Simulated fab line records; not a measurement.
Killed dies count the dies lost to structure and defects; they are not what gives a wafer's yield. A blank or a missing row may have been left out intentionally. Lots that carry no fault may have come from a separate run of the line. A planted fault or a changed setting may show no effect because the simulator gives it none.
fab line records | flow rit_cmos
record: lots: 6 wafers: 18 last_day: 7
route steps=202 shown PSD@150 SDANNEAL@153 NSD@158 PLDD@159 NLDD@160 SILICIDE@161 M1@202
lots with no fault: from the same line, run without faults
start_h: hours from the record's first day to the start of the lot's first wafer shown | wait_h: hours elapsed since this lot's preceding step | " identical to the entry in the row above | L1.1+2: a row that stands for several wafers | - no value, or no start given | * or withheld: withheld | < > ~ a bound
route shown NAME@n: names a module that has steps shown in the file, with the first one's number in the route | usual: average and standard deviation across the fault-free wafers | same: alike in all rows | chamber/n: place in a boat | sites: readings site by site | _std_site: their standard deviation | _edge_site: outer sites' mean less inner sites' | radius_mm: for every site, how far away it sits from the centre of the wafer | mask NAME#n: copy n | behind: the last tool/chamber to shape the wafer | hold: what put the lot on hold/how long, in hours/how the hold closed | device: names the non-switching transistor (n, p or np) | end of line: the tests these same wafers got at the end of their route | where a step has no rows: the recipe by itself | killed: count of dies lost to structure and defects at first sort (not the wafer's yield) | map: the dies of a wafer, with x for killed, . for not killed, _ for no die there
set.NAME: the setting the step ran with; set.NAME@STEP: the setting that earlier step ran with | model.NAME: the simulator's own value behind a step, which no gauge read
lots at some steps of the route; a table a step, a row a wafer
services: a tool's chamber out of use, with start hour (start_h, from the record's first day; less than 0 if before it), hours out, and reason
== steps ==
step: RIT_PSD_IMPLANT_08
recipe: species: BF2 energy_kev: 27 dose_cm2: 5e+15 tilt_deg: 7
step: RIT_PSD_STRIP_09
recipe: chemistry: O2 time_s: 180 resist: NOVOLAK platen_temp_c: withheld power_w: 500 pressure_mtorr: 4000 o2_flow_sccm: 4000
usual: drypump_motor_current_A: 5.6/0.63
same: time_s: 180
columns lot.wafer tool chamber start_h wait_h drypump_motor_current_A rf_hours_counter_h
L117.1 plasma_asher-01 1 52.11 0.1 5.0 38
L117.4 " 0 " " 6.6 -
L117.6 " 1 " " 5.0 -
L124.2 plasma_asher-02 0 84.23 0.1 6.3 45
L124.4 " 1 " " 4.9 -
L124.5 " 1 " " 4.9 -
L127.2 plasma_asher-02 0 100.23 0.1 6.2 47
L127.5 " 0 " " 6.2 -
L127.6 " 1 " " 4.9 -
L129.2 plasma_asher-01 0 111.17 0.1 6.5 44
L129.4 " 0 " " 6.5 -
L129.5 " 1 " " 5.0 -
L138.3 plasma_asher-02 0 155.54 0.1 6.2 -
L138.5 " 1 " " 4.9 -
L138.6 " 0 " " 6.2 -
L139.1 plasma_asher-02 1 161.07 0.1 4.9 5
L139.3 " 1 " " 4.9 -
L139.6 " 0 " " 6.2 -
step: RIT_PSD_TW_MEAS_10
usual: PSD_TW: 3429/15
columns lot.wafer tool chamber start_h wait_h PSD_TW
L117.1 film_metro-04 - 52.28 0.1 3439
L117.4 " - " " 3462
L117.6 " - " " 3445
L124.2 film_metro-04 - 84.41 0.1 3444
L124.4 " - " " 3454
L124.5 " - " " 3447
L127.2 film_metro-04 - 100.41 0.1 3457
L127.5 " - " " 3421
L127.6 " - " " 3446
L129.2 film_metro-03 - 111.35 0.1 3431
L129.4 " - " " 3433
L129.5 " - " " 3438
L138.3 film_metro-02 - 155.68 0.1 3419
L138.5 " - " " 3441
L138.6 " - " " 3425
L139.1 film_metro-03 - 161.25 0.1 3449
L139.3 " - " " 3425
L139.6 " - " " 3442
step: RIT_SDANNEAL_CLEAN_00
recipe: chemistry: SC1 mix: 3:3:50 time_s: 600 temp_c: 75
step: RIT_SDANNEAL_CLEAN_01
recipe: chemistry: dHF dilution: 50:1 time_s: 30
step: RIT_SDANNEAL_CLEAN_02
recipe: chemistry: SC2 mix: 3:3:50 time_s: 600 temp_c: 75 dry: n2_spin
step: RIT_SDANNEAL_RTA_03
recipe: temp_c: 1050 time_s: 5 idle_temp_c: 600 ramp_up_c_per_s: 342 ramp_down_c_per_s: 171 cool_to_c: 600 ambient: N2
usual: wafer_temp_C_max: 1053.3/0.96
same: time_s: 5
columns lot.wafer tool chamber start_h wait_h wafer_temp_C_max
L117.1 rtp_anneal-01 0 52.71 0.0 1053.4
L117.4 " 0 " " 1052.2
L117.6 " 0 " " 1052.2
L124.2 rtp_anneal-02 0 84.84 0.0 1051.9
L124.4 " 0 " " 1051.2
L124.5 " 0 " " 1052.9
L127.2 rtp_anneal-01 0 100.84 0.0 1052.2
L127.5 " 0 " " 1053.2
L127.6 " 0 " " 1051.5
L129.2 rtp_anneal-01 0 111.80 0.0 1053.0
L129.4 " 0 " " 1053.0
L129.5 " 0 " " 1053.8
L138.3 rtp_anneal-02 0 156.10 0.0 1052.6
L138.5 " 0 " " 1055.1
L138.6 " 0 " " 1052.6
L139.1 rtp_anneal-01 0 161.71 0.0 1052.6
L139.3 " 0 " " 1054.0
L139.6 " 0 " " 1053.1
step: RIT_SDANNEAL_RS_MEAS_04
recipe: thk_meas_gauge: four-point-probe
usual: PSD_RS: 115.93/0.29
columns lot.wafer tool chamber start_h wait_h PSD_RS[ohm/sq]
L117.1 film_metro-02 - 52.77 0.0 116.04
L117.4 " - " " 115.95
L117.6 " - " " 116.11
L124.2 film_metro-02 - 84.91 0.1 115.68
L124.4 " - " " 116.04
L124.5 " - " " 115.80
L127.2 film_metro-04 - 100.91 0.1 115.57
L127.5 " - " " 115.75
L127.6 " - " " 115.60
L129.2 film_metro-04 - 111.87 0.1 115.90
L129.4 " - " " 116.08
L129.5 " - " " 115.77
L138.3 film_metro-03 - 156.18 0.1 115.94
L138.5 " - " " 115.63
L138.6 " - " " 115.76
L139.1 film_metro-04 - 161.76 0.0 115.66
L139.3 " - " " 115.85
L139.6 " - " " 115.60
step: RIT_SDANNEAL_RS_MEAS_05
recipe: thk_meas_gauge: four-point-probe
usual: NSD_RS: 84.45/0.27
columns lot.wafer tool chamber start_h wait_h NSD_RS[ohm/sq]
L117.1 film_metro-02 - 52.89 0.1 84.48
L117.4 " - " " 84.52
L117.6 " - " " 84.59
L124.2 film_metro-02 - 85.03 0.1 84.33
L124.4 " - " " 84.21
L124.5 " - " " 83.99
L127.2 film_metro-04 - 101.03 0.1 83.73
L127.5 " - " " 84.06
L127.6 " - " " 83.80
L129.2 film_metro-04 - 111.99 0.1 84.10
L129.4 " - " " 84.28
L129.5 " - " " 84.44
L138.3 film_metro-03 - 156.30 0.1 84.27
L138.5 " - " " 84.62
L138.6 " - " " 84.48
L139.1 film_metro-04 - 161.88 0.1 84.38
L139.3 " - " " 84.46
L139.6 " - " " 84.26
step: RIT_SDANNEAL_RS_MEAS_06
recipe: thk_meas_gauge: four-point-probe
usual: PLDD_RS: 178.7/0.44
columns lot.wafer tool chamber start_h wait_h PLDD_RS[ohm/sq]
L117.1 film_metro-02 - 53.01 0.1 178.1
L117.4 " - " " 178.8
L117.6 " - " " 178.5
L124.2 film_metro-02 - 85.15 0.1 178.6
L124.4 " - " " 179.1
L124.5 " - " " 179.1
L127.2 film_metro-04 - 101.15 0.1 178.5
L127.5 " - " " 178.2
L127.6 " - " " 178.5
L129.2 film_metro-04 - 112.11 0.1 179.2
L129.4 " - " " 179.6
L129.5 " - " " 179.2
L138.3 film_metro-03 - 156.42 0.1 178.6
L138.5 " - " " 178.8
L138.6 " - " " 178.7
L139.1 film_metro-04 - 162.00 0.1 177.9
L139.3 " - " " 178.1
L139.6 " - " " 177.9
step: RIT_SDANNEAL_RS_MEAS_07
recipe: thk_meas_gauge: four-point-probe
usual: NLDD_RS: 151.7/0.48
columns lot.wafer tool chamber start_h wait_h NLDD_RS[ohm/sq]
L117.1 film_metro-02 - 53.13 0.1 152.2
L117.4 " - " " 151.9
L117.6 " - " " 151.8
L124.2 film_metro-02 - 85.27 0.1 151.4
L124.4 " - " " 152.1
L124.5 " - " " 152.3
L127.2 film_metro-04 - 101.27 0.1 150.9
L127.5 " - " " 151.6
L127.6 " - " " 151.3
L129.2 film_metro-04 - 112.23 0.1 151.8
L129.4 " - " " 152.2
L129.5 " - " " 151.6
L138.3 film_metro-03 - 156.54 0.1 151.9
L138.5 " - " " 152.1
L138.6 " - " " 152.0
L139.1 film_metro-04 - 162.12 0.1 151.4
L139.3 " - " " 150.9
L139.6 " - " " 150.9
step: RIT_SILICIDE_WET_ETCH_00
recipe: chemistry: BOE target: SiO2 target_depth_nm: 14 time_s: 15 dry: n2_spin dilution: 10:1 temp_c: 21.5
step: RIT_SILICIDE_SPUTTER_01
recipe: material: Ti target_thk_nm: 30 power_w: 350 chamber_pressure_pa: 0.667 gas: Ar time_s: 240 substrate_temp_c: 25
usual: throttle_valve_pct: 29.9/1.4
columns lot.wafer tool chamber start_h wait_h throttle_valve_pct model.Ti_of_SILICIDE_SPUTTER_01.thk_nm
L117.1 pvd_sputter-01 - 53.26 0.0 28.8 29.89
L117.4 " - " " 27.5 29.72
L117.6 " - " " 27.5 29.71
L124.2 pvd_sputter-04 - 85.38 0.0 28.3 30.03
L124.4 " - " " 32.3 29.46
L124.5 " - " " 28.3 29.95
L127.2 pvd_sputter-01 - 101.38 0.0 27.4 30.13
L127.5 " - " " 27.6 30.11
L127.6 " - " " 29.0 30.09
L129.2 pvd_sputter-03 - 112.34 0.0 28.3 30.29
L129.4 " - " " 29.5 29.95
L129.5 " - " " 30.8 29.93
L138.3 pvd_sputter-04 - 156.63 0.0 31.2 29.95
L138.5 " - " " 31.2 36.8
L138.6 " - " " 28.5 30.02
L139.1 pvd_sputter-04 - 162.26 0.0 32.4 29.93
L139.3 " - " " 27.9 30.19
L139.6 " - " " 31.3 37.34
step: RIT_SILICIDE_RS_MEAS_02
recipe: thk_meas_gauge: four-point-probe reads: Ti_of_SILICIDE_SPUTTER_01
usual: SILICIDE_TI_RS: 47.9/0.65
columns lot.wafer tool chamber start_h wait_h SILICIDE_TI_RS[ohm/sq]
L117.1 film_metro-02 - 53.41 0.1 48.1
L117.4 " - " " 48.4
L117.6 " - " " 48.5
L124.2 film_metro-03 - 85.55 0.1 47.9
L124.4 " - " " 49.1
L124.5 " - " " 48.1
L127.2 film_metro-02 - 101.55 0.1 47.6
L127.5 " - " " 47.7
L127.6 " - " " 47.7
L129.2 film_metro-02 - 112.51 0.1 47.2
L129.4 " - " " 48.0
L129.5 " - " " 48.1
L138.3 film_metro-02 - 156.82 0.1 48.0
L138.5 " - " " 37.1
L138.6 " - " " 47.9
L139.1 film_metro-03 - 162.41 0.1 48.1
L139.3 " - " " 47.6
L139.6 " - " " 36.6
step: RIT_SILICIDE_THK_MEAS_03
recipe: thk_meas_gauge: xrf reads: Ti_of_SILICIDE_SPUTTER_01
usual: SILICIDE_TI_THK: 30.0/0.37
columns lot.wafer tool chamber start_h wait_h SILICIDE_TI_THK[nm]
L117.1 film_metro-02 - 53.53 0.1 29.5
L117.4 " - " " 29.4
L117.6 " - " " 29.4
L124.2 film_metro-03 - 85.66 0.1 30.0
L124.4 " - " " 29.4
L124.5 " - " " 29.9
L127.2 film_metro-02 - 101.66 0.1 29.9
L127.5 " - " " 30.1
L127.6 " - " " 30.0
L129.2 film_metro-02 - 112.62 0.1 30.2
L129.4 " - " " 29.7
L129.5 " - " " 29.7
L138.3 film_metro-02 - 156.92 0.1 29.8
L138.5 " - " " 36.6
L138.6 " - " " 29.8
L139.1 film_metro-03 - 162.53 0.1 30.0
L139.3 " - " " 30.2
L139.6 " - " " 37.4
step: RIT_SILICIDE_RTA_04
recipe: temp_c: 650 time_s: 10 idle_temp_c: 25 ramp_up_s: 5 ramp_down_s: 5 cool_to_c: 25 ambient: N2
usual: wafer_temp_C_max: 654.8/1.2
same: time_s: 10
columns lot.wafer tool chamber start_h wait_h wafer_temp_C_max
L117.1 rtp_anneal-02 0 53.59 0.1 653.2
L117.4 " 0 " " 653.7
L117.6 " 0 " " 654.0
L124.2 rtp_anneal-01 0 85.72 0.1 654.6
L124.4 " 0 " " 655.6
L124.5 " 0 " " 657.4
L127.2 rtp_anneal-02 0 101.72 0.1 652.4
L127.5 " 0 " " 655.1
L127.6 " 0 " " 653.7
L129.2 rtp_anneal-02 0 112.68 0.1 654.5
L129.4 " 0 " " 654.0
L129.5 " 0 " " 654.7
L138.3 rtp_anneal-01 0 156.99 0.1 656.7
L138.5 " 0 " " 655.4
L138.6 " 0 " " 656.8
L139.1 rtp_anneal-02 0 162.59 0.1 652.9
L139.3 " 0 " " 653.5
L139.6 " 0 " " 654.9
step: RIT_M1_PROBE_99
usual: killed_at_M0_to_M3: 0.0/0.12 killed_at_contacts: 0.0/0.22 killed_at_front_end: 7/3.1 killed_dies: 7/3.1 killed_open: 3.5/2.2 killed_short: 3.3/1.9
same: gross_dies: 264 killed_at_M4_up: 0 killed_at_back_side: 0 killed_at_other: 0
columns lot.wafer tool chamber start_h wait_h killed_at_M0_to_M3 killed_at_contacts killed_at_front_end killed_dies killed_open killed_short model.etest.npoly_line.line_ohm_um model.etest.ppoly_line.line_ohm_um model.etest.contact_pplus.end_ohm_um model.etest.contact_nplus.end_ohm_um model.etest.ppoly_line.width_nm model.etest.npoly_line.width_nm model.etest.npoly_line.rs_ohm_sq model.etest.ppoly_line.rs_ohm_sq
L117.1 prober-02 - 60.33 0.1 0 0 4 4 3 1 171.7 160.9 42.91 41.94 100.9 99.77 17.01 16.5
L117.4 prober-02 - 60.48 0.2 0 0 6 6 2 4 169.1 160.7 43.5 42.97 102.6 101.1 17.06 16.46
L117.6 prober-02 - 60.58 0.2 0 0 6 6 4 2 164.1 159.8 42.46 40.51 103.5 103.3 17.1 16.54
L124.2 prober-02 - 93.63 0.1 0 0 6 6 4 2 157.3 151 43.18 42.37 106.8 106.1 16.95 16.39
L124.4 prober-02 - 93.73 0.2 0 0 7 7 2 5 160.2 152.3 43.19 41.1 106.6 106 17.16 16.49
L124.5 prober-02 - 93.78 0.2 0 0 7 7 5 2 155.8 149.8 43.59 42.31 109.9 109.3 16.84 16.33
L127.2 prober-01 - 108.56 0.1 0 0 5 5 1 4 169.9 166.1 43.36 40.98 100.4 99.41 16.98 16.35
L127.5 prober-01 - 108.71 0.2 0 0 6 6 2 4 166.8 160.3 43.67 39.44 101.3 101.3 16.94 16.29
L127.6 prober-01 - 108.76 0.2 0 1 6 7 3 4 162.7 156.4 43.04 41.3 104.6 104.5 16.8 16.41
L129.2 prober-01 - 119.45 0.1 0 0 5 5 3 2 164.2 154.3 44.5 40.38 104.1 103.5 16.84 16.38
L129.4 prober-01 - 119.55 0.2 0 0 3 3 1 2 169.3 160.1 43.81 40.29 100.7 100.5 17 16.38
L129.5 prober-01 - 119.60 0.2 0 0 14 14 7 7 163.8 158.8 43.92 40.78 104 103.3 16.94 16.41
L138.3 prober-02 - 163.75 0.2 0 0 24 24 13 11 162.8 154.2 43.24 40.55 105.5 104.2 16.96 16.39
L138.5 prober-02 - 163.85 0.2 0 0 17 17 12 5 149 143.1 53.55 50.59 100.7 99.98 14.83 14.46
L138.6 prober-02 - 163.90 0.2 0 0 14 14 5 9 164.8 160.2 43.51 41.62 102.9 102.8 17.06 16.52
L139.1 prober-01 - 169.08 0.1 0 0 4 4 4 0 171.1 164.8 42.57 41.64 100.1 99.9 17.07 16.57
L139.3 prober-01 - 169.18 0.2 1 0 3 4 1 3 164.6 160 45.03 42.8 102.3 101.3 16.88 16.33
L139.6 prober-01 - 169.33 0.2 0 0 4 4 1 3 155.1 151.6 55.21 51.63 94.47 94 14.63 14.38
killed by level:class
L117.1 GATE:geometric_particle:open=2 GATE:geometric_particle:short=1 REOX:geometric_particle:open=1
L117.4 FOX1:geometric_particle:short=3 FOX1:geometric_particle:open=1 GATE:geometric_particle:short=1 SILICIDE:geometric_particle:open=1
L117.6 SILICIDE:geometric_particle:open=3 GATE:geometric_particle:short=2 FOX2:geometric_particle:open=1
L124.2 REOX:geometric_particle:open=2 GATE:geometric_particle:short=1 GATE:geometric_particle:open=1 SILICIDE:geometric_particle:open=1 SILICIDE:geometric_particle:short=1
L124.4 GATE:geometric_particle:short=2 FOX1:geometric_particle:open=1 FOX1:geometric_particle:short=1 REOX:geometric_particle:open=1 REOX:geometric_particle:short=1 SILICIDE:geometric_particle:short=1
L124.5 GATE:geometric_particle:short=2 GATE:geometric_particle:open=2 REOX:geometric_particle:open=2 SPACER:geometric_particle:open=1
L127.2 GATE:geometric_particle:short=2 SPACER:geometric_particle:short=2 FOX2:geometric_particle:open=1
L127.5 GATE:geometric_particle:short=3 FOX2:geometric_particle:open=1 SILICIDE:geometric_particle:short=1 SILICIDE:geometric_particle:open=1
L127.6 REOX:geometric_particle:open=2 REOX:geometric_particle:short=2 GATE:geometric_particle:short=1 GATE:geometric_particle:open=1 CONTACT:geometric_particle:short=1
L129.2 GATE:geometric_particle:open=2 GATE:geometric_particle:short=1 REOX:geometric_particle:open=1 SILICIDE:geometric_particle:short=1
L129.4 FOX1:geometric_particle:open=1 FOX1:geometric_particle:short=1 SPACER:geometric_particle:short=1
L129.5 FOX1:geometric_particle:open=4 GATE:geometric_particle:short=2 SILICIDE:geometric_particle:short=2 FOX1:geometric_particle:short=1 GATE:geometric_particle:open=1 REOX:geometric_particle:open=1 REOX:geometric_particle:short=1 SPACER:geometric_particle:short=1
L138.3 SPACER:geometric_particle:open=6 GATE:geometric_particle:short=5 SPACER:geometric_particle:short=3 FOX1:geometric_particle:open=2 GATE:geometric_particle:open=2 REOX:geometric_particle:open=2 ACTIVE:geometric_particle:open=1 FOX1:geometric_particle:short=1
L138.5 FOX1:geometric_particle:open=4 GATE:geometric_particle:open=4 REOX:geometric_particle:short=3 GATE:geometric_particle:short=2 REOX:geometric_particle:open=2 FOX2:geometric_particle:open=1 SPACER:geometric_particle:open=1
L138.6 GATE:geometric_particle:short=6 GATE:geometric_particle:open=3 FOX1:geometric_particle:short=1 REOX:geometric_particle:open=1 REOX:geometric_particle:short=1 SPACER:geometric_particle:short=1 SPACER:geometric_particle:open=1
L139.1 REOX:geometric_particle:open=2 GATE:geometric_particle:open=1 SPACER:geometric_particle:open=1
L139.3 ACTIVE:geometric_particle:short=1 REOX:geometric_particle:short=1 SILICIDE:geometric_particle:open=1 M1:geometric_particle:short=1
L139.6 FOX2:geometric_particle:short=1 GATE:geometric_particle:short=1 REOX:geometric_particle:short=1 SILICIDE:geometric_particle:open=1
== services ==
columns tool chamber start_h hours kind
pvd_sputter-01 - 37.39 1.7 repair
pvd_sputter-04 - 50.98 1.8 repair
pvd_sputter-04 - 59.30 7.0 repair
plasma_asher-02 - 80.01 1.5 repair
plasma_asher-02 - 108.75 9.0 pm
plasma_asher-02 0 108.75 9.0 vent_cycle
plasma_asher-02 1 108.75 9.0 vent_cycle
plasma_asher-02 0 117.75 - clean
plasma_asher-02 1 117.75 - clean
plasma_asher-02 - 137.37 1.0 repair
plasma_asher-01 - 140.96 4.8 repair
pvd_sputter-01 - 157.75 6.6 repair
pvd_sputter-03 - 161.02 0.7 repair
== key ==
first_sign: step: RIT_SILICIDE_RS_MEAS_02 reading: SILICIDE_TI_RS direction: down sigmas: 17 usual: 47.9 struck: 36.8
effect: step: RIT_SILICIDE_THK_MEAS_03 reading: SILICIDE_TI_THK direction: up sigmas: 19 usual: 30.0 struck: 37.0
model_effect: step: RIT_SILICIDE_SPUTTER_01 value: Ti_of_SILICIDE_SPUTTER_01.thk_nm without: 30.03 struck: 37.07
model_effect: step: RIT_M1_PROBE_99 value: etest.npoly_line.line_ohm_um without: 167.6 struck: 152
met_at RIT_SILICIDE_SPUTTER_01
struck_wafers L138.5,L139.6
tester_left_out L138,L139
loop_trim: step: RIT_M1_EXPOSE_06 setting: dose lots: L138,L139
fault: kind: process_parameter_drift tool: pvd_sputter-04 chamber: - onset_h: 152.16 steps: RIT_SILICIDE_SPUTTER_01 channel: target_thk_nm offset: 7.0433 shape: step end_h: 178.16 stated: 30 scope: struck_wafers_only
tester_left_out: of these lots the tester's yield and bins aren't shown, on N5 and GAA mostly nor the transistor test; their killed dies are dies lost to structure and defects alone, not to doping, threshold or leakage, so they don't give the yield
loop_trim: a control loop set the setting to another value than it would have without faults
